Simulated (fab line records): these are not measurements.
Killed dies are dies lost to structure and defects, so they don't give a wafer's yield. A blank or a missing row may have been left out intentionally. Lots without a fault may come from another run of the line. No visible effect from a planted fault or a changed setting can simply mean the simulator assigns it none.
fab line records -- flow berkeleyCmos170
record: lots: 7, wafers: 21, lastDay: 11
route steps=331 shown PVT@118 GATE@125 FIELD@126
lots that met no fault: taken from a fault-free run of the same line
startH: the number of hours between the record's first day and the start of the first shown wafer of the lot -- waitH: time in hours since the lot's previous step -- " the same as in the row above -- L1.1+2: one row covering several wafers at once -- - either no value or no given start -- * or withheld: withheld -- < > ~ a bound
route shown NAME@n: a module of which the file shows steps, and the number in the route of the first -- usual: mean and standard deviation over wafers with no fault -- same: alike in all rows -- chamber/n: place in a boat -- sites: each site's reading -- _std_site: the values' standard deviation -- _edge_site: outer sites' mean less inner sites' -- radiusMm: for every site, how far away it sits from the centre of the wafer -- mask NAME#n: copy n -- behind: the last tool/chamber to shape the wafer -- hold: reason for holding the lot/hours on hold/outcome of the hold -- device: the transistor (n, p or np) that didn't switch -- end of line: the route-end tests of the same wafers -- where a step has no rows: the recipe by itself -- killed: count of dies lost to structure and defects at first sort (not the wafer's yield) -- map: a wafer's dies, x killed, . not, _ none there
set.NAME: the setting as run; set.NAME@STEP: as run at that earlier step -- model.NAME: the simulator's own value behind a step, which no gauge read
lots at selected steps of the route; one table per step, one row per wafer
services: from which hour (startH, from the record's first day; less than 0 if before it) a tool's chamber was out of use, for how many hours, and why
== steps ==
step: UCB170_PVT_EXPOSE_03
recipe: maskId: NWELL, targetCdNm: 3000, na: 0.5, sigmaOuter: 0.6, sourceShape: conventional, doseMj: 30
step: UCB170_PVT_PEB_04
recipe: pebTempC: 130, pebTimeS: withheld, resist: KrF
step: UCB170_PVT_DEVELOP_05
recipe: developer: TMAH, developTimeS: 45, resist: KrF, devTempC: 21
step: UCB170_PVT_OVL_MEAS_06
usual: PVT_OVL: 5/7
lot.wafer,tool,chamber,startH,waitH,PVT_OVL[nm]
L399.1,overlay-02,-,127.42,-,11
L399.3,overlay-02,-,127.42,-,3
L399.5,overlay-02,-,127.42,-,8
L400.1,overlay-01,-,136.32,-,15
L400.3,overlay-01,-,136.32,-,14
L400.6,overlay-01,-,136.32,-,6
L401.1,overlay-01,-,136.60,-,3
L401.4,overlay-01,-,136.60,-,-1
L401.5,overlay-01,-,136.60,-,1
L402.2,overlay-02,-,154.07,-,15
L402.5,overlay-02,-,154.07,-,16
L402.6,overlay-02,-,154.07,-,7
L409.1,overlay-01,-,185.35,-,1
L409.2,overlay-01,-,185.35,-,1
L409.3,overlay-01,-,185.35,-,3
L410.1,overlay-02,-,185.60,-,5
L410.2,overlay-02,-,185.60,-,-1
L410.6,overlay-02,-,185.60,-,2
L415.1,overlay-01,-,218.74,-,16
L415.2,overlay-01,-,218.74,-,16
L415.5,overlay-01,-,218.74,-,9
step: UCB170_PVT_IMPLANT_07
recipe: species: P, doseCm2: 2e+12, energyKev: 30, tiltDeg: 7.181
step: UCB170_PVT_STRIP_08
recipe: chemistry: O2, powerW: 400, pressureMtorr: 3500, platenTempC: withheld, o2FlowSccm: 400, overashFraction: 0.5
usual: drypumpMotorCurrentA: 5.6/0.59, oesProductAu: 0.734/0.004, stripTimeToEndpointS: 21.61/0.065
lot.wafer,tool,chamber,startH,waitH,drypumpMotorCurrentA,oesProductAu,rfHoursCounterH,stripTimeToEndpointS
L399.1,plasmaAsher-04,0,127.61,0.1,5.4,0.734,1,21.60
L399.3,plasmaAsher-04,1,127.61,0.1,5.7,0.743,-,21.62
L399.5,plasmaAsher-04,1,127.61,0.1,5.7,0.732,-,21.59
L400.1,plasmaAsher-02,0,136.51,0.1,6.4,0.729,49,21.50
L400.3,plasmaAsher-02,0,136.51,0.1,6.4,0.731,-,21.47
L400.6,plasmaAsher-02,1,136.51,0.1,5.0,0.730,-,21.55
L401.1,plasmaAsher-03,1,136.78,0.1,5.2,0.731,36,21.59
L401.4,plasmaAsher-03,1,136.78,0.1,5.2,0.727,-,21.63
L401.5,plasmaAsher-03,0,136.78,0.1,6.3,0.733,-,21.68
L402.2,plasmaAsher-02,0,154.25,0.1,6.4,0.733,51,21.65
L402.5,plasmaAsher-02,1,154.25,0.1,4.9,0.732,-,21.64
L402.6,plasmaAsher-02,0,154.25,0.1,6.4,0.727,-,21.57
L409.1,plasmaAsher-03,0,185.54,0.1,6.3,0.739,41,21.50
L409.2,plasmaAsher-03,1,185.54,0.1,5.2,0.734,41,21.51
L409.3,plasmaAsher-03,0,185.54,0.1,6.3,0.737,-,21.56
L410.1,plasmaAsher-02,0,185.78,0.1,6.4,0.732,56,21.67
L410.2,plasmaAsher-02,1,185.78,0.1,5.0,0.736,56,21.76
L410.6,plasmaAsher-02,0,185.78,0.1,6.4,0.734,-,21.67
L415.1,plasmaAsher-03,1,218.93,0.1,5.2,0.733,44,21.57
L415.2,plasmaAsher-03,0,218.93,0.1,6.3,0.733,44,21.61
L415.5,plasmaAsher-03,1,218.93,0.1,5.1,0.731,-,21.57
step: UCB170_PVT_TW_MEAS_09
usual: PVT_TW: 501/5.2
lot.wafer,tool,chamber,startH,waitH,PVT_TW
L399.1,filmMetro-01,-,127.71,0.1,500
L399.3,filmMetro-01,-,127.71,0.1,497
L399.5,filmMetro-01,-,127.71,0.1,500
L400.1,filmMetro-01,-,136.61,0.1,497
L400.3,filmMetro-01,-,136.61,0.1,497
L400.6,filmMetro-01,-,136.61,0.1,498
L401.1,filmMetro-02,-,136.88,0.1,505
L401.4,filmMetro-02,-,136.88,0.1,507
L401.5,filmMetro-02,-,136.88,0.1,504
L402.2,filmMetro-04,-,154.36,0.1,507
L402.5,filmMetro-04,-,154.36,0.1,505
L402.6,filmMetro-04,-,154.36,0.1,506
L409.1,filmMetro-02,-,185.64,0.1,506
L409.2,filmMetro-02,-,185.64,0.1,505
L409.3,filmMetro-02,-,185.64,0.1,505
L410.1,filmMetro-02,-,185.88,0.1,505
L410.2,filmMetro-02,-,185.88,0.1,506
L410.6,filmMetro-02,-,185.88,0.1,506
L415.1,filmMetro-01,-,219.03,0.1,496
L415.2,filmMetro-01,-,219.03,0.1,492
L415.5,filmMetro-01,-,219.03,0.1,493
step: UCB170_GATE_WET_ETCH_00
recipe: chemistry: dHF, dilution: 25:1, target: SiO2, tempC: 25, timeS: 200
step: UCB170_FIELD_THK_MEAS_91
recipe: reads: SiO2_of_FIELD_OXIDATION_01
usual: FIELD_OXIDE_LEFT_2_THK: 358/11
lot.wafer,tool,chamber,startH,waitH,FIELD_OXIDE_LEFT_2_THK[nm]
L399.1,filmMetro-02,-,127.83,0.0,364
L399.3,filmMetro-02,-,127.83,0.0,357
L399.5,filmMetro-02,-,127.83,0.0,362
L400.1,filmMetro-01,-,137.77,0.0,342
L400.3,filmMetro-01,-,137.77,0.0,340
L400.6,filmMetro-01,-,137.77,0.0,342
L401.1,filmMetro-04,-,137.82,0.0,346
L401.4,filmMetro-04,-,137.82,0.0,342
L401.5,filmMetro-04,-,137.82,0.0,346
L402.2,filmMetro-01,-,154.49,0.0,363
L402.5,filmMetro-01,-,154.49,0.0,360
L402.6,filmMetro-01,-,154.49,0.0,365
L409.1,filmMetro-01,-,185.76,0.0,351
L409.2,filmMetro-01,-,185.76,0.0,344
L409.3,filmMetro-01,-,185.76,0.0,340
L410.1,filmMetro-04,-,186.03,0.0,344
L410.2,filmMetro-04,-,186.03,0.0,353
L410.6,filmMetro-04,-,186.03,0.0,352
L415.1,filmMetro-01,-,219.16,0.0,369
L415.2,filmMetro-01,-,219.16,0.0,377
L415.5,filmMetro-01,-,219.16,0.0,383
step: UCB170_GATE_OXIDATION_01
recipe: tempC: 850, ambient: O2, targetThkA: 66, oxTimeS: 1800
step: UCB170_GATE_THK_MEAS_02
recipe: reads: SiO2_of_GATE_OXIDATION_01
usual: GATE_OXIDE_THK: 6.57/0.12
lot.wafer,tool,chamber,startH,waitH,GATE_OXIDE_THK[nm]
L399.1,filmMetro-01,-,131.11,0.0,6.56
L399.3,filmMetro-01,-,131.11,0.0,6.66
L399.5,filmMetro-01,-,131.11,0.0,6.68
L400.1,filmMetro-03,-,141.70,0.0,6.67
L400.3,filmMetro-03,-,141.70,0.0,6.71
L400.6,filmMetro-03,-,141.70,0.0,6.60
L401.1,filmMetro-02,-,141.70,0.0,6.83
L401.4,filmMetro-02,-,141.70,0.0,6.51
L401.5,filmMetro-02,-,141.70,0.0,6.67
L402.2,filmMetro-02,-,156.74,0.0,6.42
L402.5,filmMetro-02,-,156.74,0.0,6.48
L402.6,filmMetro-02,-,156.74,0.0,6.49
L409.1,filmMetro-03,-,190.44,0.0,6.74
L409.2,filmMetro-03,-,190.44,0.0,6.68
L409.3,filmMetro-03,-,190.44,0.0,6.73
L410.1,filmMetro-02,-,190.44,0.0,6.31
L410.2,filmMetro-02,-,190.44,0.0,6.28
L410.6,filmMetro-02,-,190.44,0.0,6.41
L415.1,filmMetro-02,-,224.15,0.0,6.53
L415.2,filmMetro-02,-,224.15,0.0,6.64
L415.5,filmMetro-02,-,224.15,0.0,6.63
step: UCB170_GATE_ANNEAL_03
recipe: tempC: 900, timeS: 1800, ambient: N2
step: UCB170_GATE_CVD_04
recipe: material: poly-Si, tempC: 610, precursor: SiH4, timeS: 1440, pressureMtorr: 375, targetThkNm: 214, sih4FlowSccm: 120
usual: pressureMtorr: 375.0/0.78
lot.wafer,tool,chamber,startH,waitH,pressureMtorr
L399.1,lpcvd-01,0,134.92,0.0,375.2
L399.3,lpcvd-01,0,134.92,0.0,374.7
L399.5,lpcvd-01,0,134.92,0.0,375.5
L400.1,lpcvd-02,1,143.81,0.0,374.9
L400.3,lpcvd-02,1,143.81,0.0,374.5
L400.6,lpcvd-02,1,143.81,0.0,375.3
L400.1,lpcvd-01,1,145.37,0.2,376.1
L400.3,lpcvd-01,1,145.37,0.2,377.0
L400.6,lpcvd-01,1,145.37,0.2,376.1
L401.1,lpcvd-02,0,143.81,0.0,375.0
L401.4,lpcvd-02,0,143.81,0.0,375.1
L401.5,lpcvd-02,0,143.81,0.0,373.9
L402.2,lpcvd-02,1,159.58,0.0,376.6
L402.5,lpcvd-02,1,159.58,0.0,376.2
L402.6,lpcvd-02,1,159.58,0.0,375.4
L409.1,lpcvd-01,0,197.09,0.0,374.4
L409.2,lpcvd-01,0,197.09,0.0,375.1
L409.3,lpcvd-01,0,197.09,0.0,374.8
L409.1,lpcvd-01,0,200.40,1.9,374.6
L409.2,lpcvd-01,0,200.40,1.9,375.1
L409.3,lpcvd-01,0,200.40,1.9,375.1
L410.1,lpcvd-01,0,197.09,0.0,376.0
L410.2,lpcvd-01,0,197.09,0.0,374.9
L410.6,lpcvd-01,0,197.09,0.0,375.2
L410.1,lpcvd-01,0,200.40,1.9,375.1
L410.2,lpcvd-01,0,200.40,1.9,374.6
L410.6,lpcvd-01,0,200.40,1.9,375.2
L415.1,lpcvd-01,0,228.69,0.0,375.0
L415.2,lpcvd-01,0,228.69,0.0,374.7
L415.5,lpcvd-01,0,228.69,0.0,374.9
step: UCB170_GATE_THK_MEAS_05
recipe: reads: poly-Si_of_GATE_CVD_04
usual: GATE_POLY_THK: 215.4/2.1
lot.wafer,tool,chamber,startH,waitH,GATE_POLY_THK[nm]
L399.1,filmMetro-03,-,136.32,0.0,217.7
L399.3,filmMetro-03,-,136.32,0.0,218.3
L399.5,filmMetro-03,-,136.32,0.0,216.8
L401.1,filmMetro-03,-,145.21,0.0,214.8
L401.4,filmMetro-03,-,145.21,0.0,216.7
L401.5,filmMetro-03,-,145.21,0.0,216.1
L400.1,filmMetro-02,-,146.77,0.0,426.4
L400.3,filmMetro-02,-,146.77,0.0,425.5
L400.6,filmMetro-02,-,146.77,0.0,426.3
L402.2,filmMetro-02,-,160.99,0.0,217.6
L402.5,filmMetro-02,-,160.99,0.0,218.4
L402.6,filmMetro-02,-,160.99,0.0,218.0
L409.1,filmMetro-03,-,201.80,0.0,427.5
L409.2,filmMetro-03,-,201.80,0.0,430.2
L409.3,filmMetro-03,-,201.80,0.0,426.7
L410.1,filmMetro-01,-,201.80,0.0,436.6
L410.2,filmMetro-01,-,201.80,0.0,437.4
L410.6,filmMetro-01,-,201.80,0.0,435.1
L415.1,filmMetro-01,-,230.09,0.0,218.1
L415.2,filmMetro-01,-,230.09,0.0,218.6
L415.5,filmMetro-01,-,230.09,0.0,218.8
step: UCB170_GATE_COAT_06
recipe: resist: BARC, tempC: withheld, timeS: withheld, spinRpm: 3000, resistThkNm: withheld
step: UCB170_GATE_COAT_07
recipe: resist: KrF, spinRpm: 1500, resistThkNm: 900
step: UCB170_GATE_SOFTBAKE_08
recipe: resist: KrF, tempC: 130, timeS: 60
step: UCB170_GATE_EXPOSE_09
recipe: maskId: POLY, targetCdNm: 350, na: 0.5, sigmaOuter: 0.6, sourceShape: conventional, doseMj: 21
step: UCB170_GATE_PEB_10
recipe: pebTempC: 130.3, pebTimeS: withheld, resist: KrF
step: UCB170_GATE_DEVELOP_11
recipe: developer: TMAH, developTimeS: 45, resist: KrF, devTempC: 21
step: UCB170_GATE_CD_MEAS_12
recipe: targetCdNm: 350
usual: cdNm: 349.8/1.6
lot.wafer,tool,chamber,startH,waitH,cdNm
L399.1,cdSem-02,-,137.38,-,348.5
L399.3,cdSem-02,-,137.38,-,349.3
L399.5,cdSem-02,-,137.38,-,348.4
L401.1,cdSem-01,-,147.08,-,348.8
L401.4,cdSem-01,-,147.08,-,347.2
L401.5,cdSem-01,-,147.08,-,347.3
L400.1,cdSem-01,-,147.88,-,351.3
L400.3,cdSem-01,-,147.88,-,353.0
L400.6,cdSem-01,-,147.88,-,351.2
L402.2,cdSem-01,-,162.44,-,349.7
L402.5,cdSem-01,-,162.44,-,349.4
L402.6,cdSem-01,-,162.44,-,350.1
L409.1,cdSem-02,-,202.77,-,351.7
L409.2,cdSem-02,-,202.77,-,351.1
L409.3,cdSem-02,-,202.77,-,352.2
L410.1,cdSem-01,-,202.80,-,350.0
L410.2,cdSem-01,-,202.80,-,351.2
L410.6,cdSem-01,-,202.80,-,349.8
L415.1,cdSem-01,-,230.99,-,350.2
L415.2,cdSem-01,-,230.99,-,350.7
L415.5,cdSem-01,-,230.99,-,348.9
step: UCB170_GATE_OVL_MEAS_13
usual: GATE_OVL: 2/7.6
lot.wafer,tool,chamber,startH,waitH,GATE_OVL[nm]
L399.1,overlay-01,-,137.50,0.1,0
L399.3,overlay-01,-,137.50,0.1,-7
L399.5,overlay-01,-,137.50,0.1,-6
L401.1,overlay-01,-,147.20,0.1,12
L401.4,overlay-01,-,147.20,0.1,9
L401.5,overlay-01,-,147.20,0.1,18
L400.1,overlay-01,-,148.00,0.1,-4
L400.3,overlay-01,-,148.00,0.1,-6
L400.6,overlay-01,-,148.00,0.1,-8
L402.2,overlay-02,-,162.55,0.1,-7
L402.5,overlay-02,-,162.55,0.1,-3
L402.6,overlay-02,-,162.55,0.1,-7
L409.1,overlay-01,-,202.89,0.1,5
L409.2,overlay-01,-,202.89,0.1,-3
L409.3,overlay-01,-,202.89,0.1,-3
L410.1,overlay-02,-,202.92,0.1,2
L410.2,overlay-02,-,202.92,0.1,-2
L410.6,overlay-02,-,202.92,0.1,0
L415.1,overlay-02,-,231.11,0.1,7
L415.2,overlay-02,-,231.11,0.1,10
L415.5,overlay-02,-,231.11,0.1,-1
step: UCB170_GATE_ETCH_14
recipe: chemistry: N2/H2, targetDepthA: withheld, overetchA: withheld, target: BARC, timeS: withheld, sourceW: 500, biasW: 100, pressureMtorr: 30, n2FlowSccm: 100, h2FlowSccm: 200
usual: drypumpMotorCurrentA: 5.7/0.59, oesProductAu: 0.998/0.02, rfFwdPowerW: 495.1/2.4, throttleValvePct: 13.35/0.17
lot.wafer,tool,chamber,startH,waitH,drypumpMotorCurrentA,oesProductAu,rfFwdPowerW,throttleValvePct
L399.1,rieDiel-02,3,137.53,0.0,5.7,1.023,496.3,13.39
L399.3,rieDiel-02,2,137.53,0.0,6.7,0.980,495.4,13.07
L399.5,rieDiel-02,2,137.53,0.0,6.7,0.972,495.8,13.08
L401.1,rieDiel-03,3,147.23,0.0,5.5,0.997,495.4,13.32
L401.4,rieDiel-03,0,147.23,0.0,6.0,0.985,496.9,13.44
L401.5,rieDiel-03,1,147.23,0.0,5.6,0.974,496.5,13.32
L400.1,rieDiel-02,3,148.09,0.1,5.7,1.025,495.7,13.38
L400.3,rieDiel-02,2,148.09,0.1,6.7,0.975,499.5,13.09
L400.6,rieDiel-02,2,148.09,0.1,6.7,0.973,496.8,13.07
L402.2,rieDiel-02,1,162.58,0.0,5.1,0.972,497.5,13.35
L402.5,rieDiel-02,3,162.58,0.0,5.7,1.019,495.9,13.39
L402.6,rieDiel-02,0,162.58,0.0,5.1,1.023,496.9,13.24
L409.1,rieDiel-04,0,202.92,0.0,5.1,1.003,491.7,13.34
L409.2,rieDiel-04,3,202.92,0.0,5.2,1.013,490.9,13.21
L409.3,rieDiel-04,2,202.92,0.0,5.7,0.985,497.0,13.54
L410.1,rieDiel-02,3,202.96,0.0,5.7,1.026,496.5,13.39
L410.2,rieDiel-02,2,202.96,0.0,6.7,0.972,497.1,13.07
L410.6,rieDiel-02,0,202.96,0.0,5.1,1.018,491.0,13.21
L415.1,rieDiel-04,2,231.14,0.0,5.7,0.975,497.2,13.53
L415.2,rieDiel-04,3,231.14,0.0,5.2,1.005,492.3,13.20
L415.5,rieDiel-04,0,231.14,0.0,5.1,0.994,493.7,13.34
step: UCB170_GATE_ETCH_15
recipe: chemistry: HBr/Cl2, target: poly-Si, stopOn: SiO2, overEtchFrac: 0.3, icpW: 300, biasW: 150, timeS: 56.3, pressureMtorr: 15, HBr_flow_sccm: 150, Cl2_flow_sccm: 50, targetDepthA: 2782
usual: drypumpMotorCurrentA: 5.8/0.61, oesProductAu: 0.835/0.0095, rfFwdPowerW: 297.5/1.3, throttleValvePct: 26.46/0.21
same: overEtchFrac: 0.3
lot.wafer,tool,chamber,startH,waitH,drypumpMotorCurrentA,oesProductAu,rfFwdPowerW,rfHoursCounterH,throttleValvePct,model.etch.depthNm,model.GATE.featureDepthNm
L399.1,rieSi-01,2,137.58,-,6.1,0.840,297.5,53,26.54,217.7,217.7
L399.3,rieSi-01,1,137.58,-,5.3,0.837,296.9,87,26.54,218.2,218.2
L399.5,rieSi-01,2,137.58,-,6.1,0.833,297.9,-,26.54,216.5,216.5
L401.1,rieSi-01,3,147.28,-,6.5,0.829,298.4,1,26.85,214.9,214.9
L401.4,rieSi-01,1,147.28,-,5.3,0.841,296.2,87,26.54,216.8,216.8
L401.5,rieSi-01,1,147.28,-,5.3,0.834,297.1,-,26.54,216.2,216.3
L400.1,rieSi-02,0,148.14,-,6.5,0.988,298.0,37,26.18,276.2,276.2
L400.3,rieSi-02,2,148.14,-,5.9,1.021,297.8,48,26.50,278,278
L400.6,rieSi-02,3,148.14,-,5.0,1.007,298.3,-,26.16,274.8,274.8
L402.2,rieSi-02,0,162.62,-,6.5,0.833,298.4,37,26.19,217.6,217.6
L402.5,rieSi-02,3,162.62,-,5.0,0.844,296.6,-,26.12,218.7,218.7
L402.6,rieSi-02,0,162.62,-,6.5,0.832,296.6,-,26.18,218.5,218.5
L409.1,rieSi-01,0,202.96,-,6.0,1.011,297.7,1,26.48,283.5,283.5
L409.2,rieSi-01,3,202.96,-,6.5,1.016,298.4,1,26.83,284.7,284.7
L409.3,rieSi-01,2,202.96,-,6.1,0.987,296.3,53,26.52,276,276
L410.1,rieSi-02,1,203.00,-,4.7,1.007,298.4,0,26.57,275.8,275.8
L410.2,rieSi-02,2,203.00,-,5.8,1.017,296.8,48,26.49,279.7,279.7
L410.6,rieSi-02,0,203.00,-,6.5,0.995,298.8,-,26.19,277.8,277.8
L415.1,rieSi-01,3,231.19,-,6.5,0.841,298.0,2,26.85,218.1,218.2
L415.2,rieSi-01,1,231.19,-,5.3,0.848,299.2,87,26.54,218.6,218.7
L415.5,rieSi-01,3,231.19,-,6.5,0.831,298.4,-,26.86,218.8,218.9
step: UCB170_GATE_STRIP_16
recipe: chemistry: O2, powerW: 400, pressureMtorr: 3500, platenTempC: withheld, o2FlowSccm: 400, overashFraction: 0.5
usual: drypumpMotorCurrentA: 5.5/0.46, oesProductAu: 0.724/0.0046
lot.wafer,tool,chamber,startH,waitH,drypumpMotorCurrentA,oesProductAu,rfHoursCounterH,model.poly-Si_of_GATE_CVD_04.thkNm
L399.1,plasmaAsher-04,1,137.62,0.0,5.7,0.719,3,217.4
L399.3,plasmaAsher-04,1,137.62,0.0,5.7,0.720,-,217.8
L399.5,plasmaAsher-04,1,137.62,0.0,5.7,0.727,-,216.2
L401.1,plasmaAsher-03,1,147.32,0.0,5.1,0.721,38,214.5
L401.4,plasmaAsher-03,0,147.32,0.0,6.3,0.724,-,216.4
L401.5,plasmaAsher-03,1,147.32,0.0,5.1,0.717,-,215.9
L400.1,plasmaAsher-03,0,148.18,0.0,6.3,0.722,37,426.3
L400.3,plasmaAsher-03,0,148.18,0.0,6.3,0.723,-,425.2
L400.6,plasmaAsher-03,0,148.18,0.0,6.3,0.729,-,426
L402.2,plasmaAsher-01,1,162.67,0.0,4.8,0.728,42,217.3
L402.5,plasmaAsher-01,0,162.67,0.0,5.5,0.718,-,218.3
L402.6,plasmaAsher-01,1,162.67,0.0,4.8,0.715,-,218.1
L409.1,plasmaAsher-01,1,203.01,0.0,4.8,0.731,46,427.2
L409.2,plasmaAsher-01,0,203.01,0.0,5.5,0.729,46,430
L409.3,plasmaAsher-01,0,203.01,0.0,5.5,0.726,-,426.4
L410.1,plasmaAsher-04,1,203.05,0.0,5.7,0.716,11,436.2
L410.2,plasmaAsher-04,0,203.05,0.0,5.4,0.718,11,436.8
L410.6,plasmaAsher-04,1,203.05,0.0,5.7,0.722,-,434.7
L415.1,plasmaAsher-04,1,231.23,0.0,5.7,0.729,13,217.8
L415.2,plasmaAsher-04,0,231.23,0.0,5.3,0.721,13,218.3
L415.5,plasmaAsher-04,1,231.23,0.0,5.7,0.721,-,218.5
step: UCB170_GATE_CD_MEAS_90
recipe: targetCdNm: 350
usual: cdNm: 349.9/1.6
lot.wafer,tool,chamber,startH,waitH,cdNm
L399.1,cdSem-02,-,137.77,0.1,349.1
L399.3,cdSem-02,-,137.77,0.1,349.4
L399.5,cdSem-02,-,137.77,0.1,348.5
L401.1,cdSem-02,-,147.42,0.1,349.0
L401.4,cdSem-02,-,147.42,0.1,348.3
L401.5,cdSem-02,-,147.42,0.1,347.9
L400.1,cdSem-02,-,148.31,0.1,351.5
L400.3,cdSem-02,-,148.31,0.1,353.3
L400.6,cdSem-02,-,148.31,0.1,352.4
L402.2,cdSem-01,-,162.81,0.1,349.6
L402.5,cdSem-01,-,162.81,0.1,350.0
L402.6,cdSem-01,-,162.81,0.1,350.5
L409.1,cdSem-02,-,203.11,0.1,351.8
L409.2,cdSem-02,-,203.11,0.1,351.6
L409.3,cdSem-02,-,203.11,0.1,351.5
L410.1,cdSem-01,-,203.18,0.1,350.9
L410.2,cdSem-01,-,203.18,0.1,351.8
L410.6,cdSem-01,-,203.18,0.1,349.9
L415.1,cdSem-01,-,231.33,0.1,350.2
L415.2,cdSem-01,-,231.33,0.1,350.2
L415.5,cdSem-01,-,231.33,0.1,347.9
== services ==
tool,chamber,startH,hours,kind
plasmaAsher-04,-,106.81,3.8,repair
plasmaAsher-04,-,110.62,9.0,pm
plasmaAsher-04,0,110.62,9.0,ventCycle
plasmaAsher-04,1,110.62,9.0,ventCycle
rieDiel-04,0,118.22,2.3,repair
plasmaAsher-04,0,119.62,-,clean
plasmaAsher-04,1,119.62,-,clean
rieDiel-03,2,125.00,7.5,repair
rieSi-02,1,128.43,-,clean
rieSi-02,1,128.43,19.8,scheduledDown
rieSi-02,1,128.43,19.8,ventCycle
plasmaAsher-01,-,146.76,3.8,repair
rieSi-01,-,148.40,0.3,repair
plasmaAsher-03,-,149.72,6.0,repair
plasmaAsher-01,-,164.80,3.3,repair
plasmaAsher-02,-,167.53,0.4,repair
rieDiel-03,3,169.67,10.1,repair
rieSi-01,0,176.46,2.1,repair
rieDiel-03,3,180.94,9.5,repair
rieDiel-02,1,184.35,15.8,repair
plasmaAsher-02,-,191.46,2.1,repair
rieSi-01,1,194.93,10.2,repair
rieDiel-03,-,197.09,3.0,repair
== key ==
firstSign: step: UCB170_GATE_CVD_04, reading: visit, direction: added
effect: step: UCB170_GATE_THK_MEAS_05, reading: GATE_POLY_THK, direction: up, sigmas: 99+, usual: 215.4, struck: 430.2
effect: step: UCB170_GATE_ETCH_15, reading: oesProductAu, direction: up, sigmas: 18, usual: 0.835, struck: 1.005
modelEffect: step: UCB170_GATE_ETCH_15, value: etch.depthNm, without: 214.2, struck: 278.5
modelEffect: step: UCB170_GATE_STRIP_16, value: poly-Si_of_GATE_CVD_04.thkNm, without: 213.8, struck: 429.9
metAt UCB170_GATE_CVD_04
struckWafers L400.1,L400.3,L400.6,L409.1,L409.2,L409.3,L410.1,L410.2,L410.6
laterRowsLeftOut L400.1,L400.3,L400.6,L409.1,L409.2,L409.3,L410.1,L410.2,L410.6
sortLeftOut L400.1,L400.3,L400.6,L409.1,L409.2,L409.3,L410.1,L410.2,L410.6
testerLeftOut L400,L409,L410
fault: kind: repeatedStepWhole, tool: lpcvd-01,lpcvd-02, chamber: -, onsetH: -, steps: UCB170_GATE_CVD_04, times: 1, scope: struckLotsOnly
testerLeftOut: of these lots the tester's yield and bins aren't shown, on N5 and GAA mostly nor the transistor test; their killed dies are dies lost to structure and defects alone, not to doping, threshold or leakage, so they don't give the yield
sortLeftOut: the simulated sort isn't trusted on such a fault, so these wafers' sort isn't shown, and their yield isn't known
laterRowsLeftOut: the simulator's readings of these wafers behind a module that went badly wrong aren't trusted and aren't shown, but for the sort
